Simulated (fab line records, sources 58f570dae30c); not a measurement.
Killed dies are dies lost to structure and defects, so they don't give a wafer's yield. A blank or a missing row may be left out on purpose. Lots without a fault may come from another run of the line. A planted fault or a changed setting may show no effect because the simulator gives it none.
A struck lot beside a sound one | flow berkeley_cmos170 | 14 steps out of a route of 331
Sound: wafers L708.1, L708.2, L708.6. Struck: wafers L705.2, L705.4, L705.5. The cause comes at the end.
At each step with rows: each side's tool, then ch and its chambers, then its first start. Under that, the readings that differ: sound wafers | struck wafers | difference of the means | sigmas: that difference in standard deviations of wafers without a fault.
alike: readings whose means differ by less than 2 such deviations, and words and numbers that are the same on both sides. not compared: withheld readings, readings that some wafer has no value for, bounds like >300 that may hide the same value, and numbers for which the record gives no deviation and whose values overlap.
The two part at a step that has a row with sigmas, a row that says differs or no value, or rows on one side only. Numbers that don't overlap but have no deviation are shown without sigmas and don't part them. A reading that every wafer of one side lacks parts them only if that side has two wafers or more.

first, 2 steps without rows for these wafers: UCB170_PLDD_PEB_04; UCB170_PLDD_DEVELOP_05 (develop time 45 s).
UCB170_PLDD_CD_MEAS_06: target cd 1200 nm.
  sound on cd_sem-02, day 11 17:40; struck on cd_sem-01, day 11 01:42
  alike: cd_nm
UCB170_PLDD_OVL_MEAS_07:
  sound on overlay-02, day 11 17:47; struck on overlay-02, day 11 01:48
  alike: PLDD_OVL
then, 2 steps without rows for these wafers: UCB170_PLDD_IMPLANT_08; UCB170_PLDD_IMPLANT_09.
UCB170_PLDD_STRIP_10: strips in O2.
  sound on plasma_asher-02 ch 0,1, day 11 18:08; struck on plasma_asher-02 ch 0,1, day 11 02:08
  alike: drypump_motor_current_A, oes_product_au, strip_time_to_endpoint_s
  not compared: rf_hours_counter_h
UCB170_PLDD_TW_MEAS_11:
  sound on film_metro-04, day 11 18:14; struck on film_metro-02, day 11 02:14
  alike: PLDD_TW
then, 4 steps without rows for these wafers: UCB170_PLDD_CLEAN_12 (cleans in SPM, time 600 s); UCB170_NLDD_HMDS_00 (prime time 60 s); UCB170_NLDD_COAT_01 (resist thk 900 nm); UCB170_NLDD_SOFTBAKE_02 (time 60 s).
UCB170_NLDD_EXPOSE_03: exposes mask NSELECT, target cd 1200 nm.
  sound on krf_scanner-02 ch 0, day 11 19:02; struck on krf_scanner-01, day 11 03:16
  no value came back on the struck wafers for exposure_dose_mJ_cm2, focus_offset_nm (nm); on the sound wafers exposure_dose_mJ_cm2 reads 29.95 29.93 30.00
  alike: mask
then, 1 step without rows for these wafers: UCB170_NLDD_PEB_04.

WHERE THEY PART
Only at UCB170_NLDD_EXPOSE_03, within this record.

WHY: what the simulator had put in
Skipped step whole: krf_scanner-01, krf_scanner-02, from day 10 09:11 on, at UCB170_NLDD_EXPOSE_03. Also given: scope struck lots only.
